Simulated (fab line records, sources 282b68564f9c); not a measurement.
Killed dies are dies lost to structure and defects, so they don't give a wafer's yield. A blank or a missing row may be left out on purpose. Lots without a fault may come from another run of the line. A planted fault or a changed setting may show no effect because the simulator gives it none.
Which tool did it? | flow rit_cmos | 15 lots, 45 wafers sampled, at 2 steps of a route of 202

WHAT THE GAUGES READ, wafer by wafer
RIT_WELLDRIVE_RS_MEAS_02: measures by four-point-probe. Usual: PWELL_RS 429.5 ohm/sq, standard deviation 1.3.
lot  | measured    | on            | PWELL_RS (ohm/sq) | flag
L912 | day 2 04:07 | film_metro-04 | 430.3 430.7 429.4 |
L913 | day 2 08:59 | film_metro-04 | 429.9 429.0 428.3 |
L914 | day 2 14:35 | film_metro-02 | 427.8 428.0 429.1 |
L915 | day 2 20:28 | film_metro-02 | 428.2 429.2 427.6 |
L917 | day 3 05:37 | film_metro-02 | 429.2 428.9 429.3 |
L920 | day 3 20:51 | film_metro-04 | 430.4 429.7 428.8 |
L921 | day 4 02:46 | film_metro-02 | 430.9 430.1 430.3 |
L922 | day 4 06:01 | film_metro-04 | 428.3 428.9 429.7 |
L923 | day 4 11:32 | film_metro-04 | 430.9 430.3 431.0 |
L925 | day 4 21:41 | film_metro-02 | 429.9 430.1 429.7 |
L926 | day 5 02:39 | film_metro-04 | 430.9 429.1 431.1 |
L928 | day 5 13:19 | film_metro-02 | 427.9 429.4 429.2 |
L929 | day 5 17:36 | film_metro-04 | 429.8 430.8 429.9 |
L932 | day 6 09:19 | film_metro-02 | 428.5 429.2 429.7 |
L934 | day 6 20:59 | film_metro-01 | 428.7 429.6 429.7 |

RIT_GATE_THK_MEAS_09. Usual: GATE_POLY_THK 244.1 nm, standard deviation 2.
lot  | measured    | on            | GATE_POLY_THK (nm) | flag
L912 | day 2 11:05 | film_metro-04 | 245.2 244.5 243.5  |
L913 | day 2 16:09 | film_metro-03 | 246.6 244.5 246.7  |
L914 | day 2 21:35 | film_metro-04 | 241.5 242.0 240.1  |
L915 | day 3 04:16 | film_metro-01 | 245.0 243.0 243.0  |
L917 | day 3 12:35 | film_metro-01 | 243.1 244.5 246.1  |
L920 | day 4 04:26 | film_metro-01 | 246.2 244.6 246.5  |
L921 | day 4 09:56 | film_metro-04 | 243.8 243.2 243.6  |
L922 | day 4 13:13 | film_metro-04 | 240.0 240.4 240.9  |
L923 | day 4 18:48 | film_metro-04 | 243.1 245.3 243.7  |
L925 | day 5 04:41 | film_metro-03 | 240.9 243.0 244.3  |
L926 | day 5 09:38 | film_metro-04 | 246.3 246.1 245.0  |
L928 | day 5 22:32 | film_metro-04 | 246.8 243.7 245.3  |
L929 | day 6 01:34 | film_metro-04 | 243.0 243.2 243.2  |
L932 | day 6 18:52 | film_metro-04 | 243.9 245.3 243.2  |
L934 | day 7 04:47 | film_metro-01 | 241.1 242.8 239.8  |

WHICH TOOL RAN EACH LOT (tool, then ch and the chambers of the sampled wafers, then the start)
The record holds no process step before these readings.

WHAT THE TOOLS THEMSELVES READ (means of the sampled wafers that have a number; where no wafer has one, the mark that the record gives instead)
The record holds no such reading with a usual standard deviation.

THE ANSWER, worked out from the rows above alone
Rule: a lot is off if the mean of its wafers that have a number lies more than 3 standard deviations from the usual mean. A lot without any number at a reading at which 4 lots or more have one is off too. The other lots that the step has rows for count as sound. The gauges are gone through in route order, then the tools' own readings, and for those a lot's mean is taken as printed above. The first step at which some lot is off is used, and at that step the reading that is off furthest; a lot without a number counts as furthest.
No lot is off at any reading shown: from this, nothing can be told.

WHAT THE SIMULATOR HAD PUT IN
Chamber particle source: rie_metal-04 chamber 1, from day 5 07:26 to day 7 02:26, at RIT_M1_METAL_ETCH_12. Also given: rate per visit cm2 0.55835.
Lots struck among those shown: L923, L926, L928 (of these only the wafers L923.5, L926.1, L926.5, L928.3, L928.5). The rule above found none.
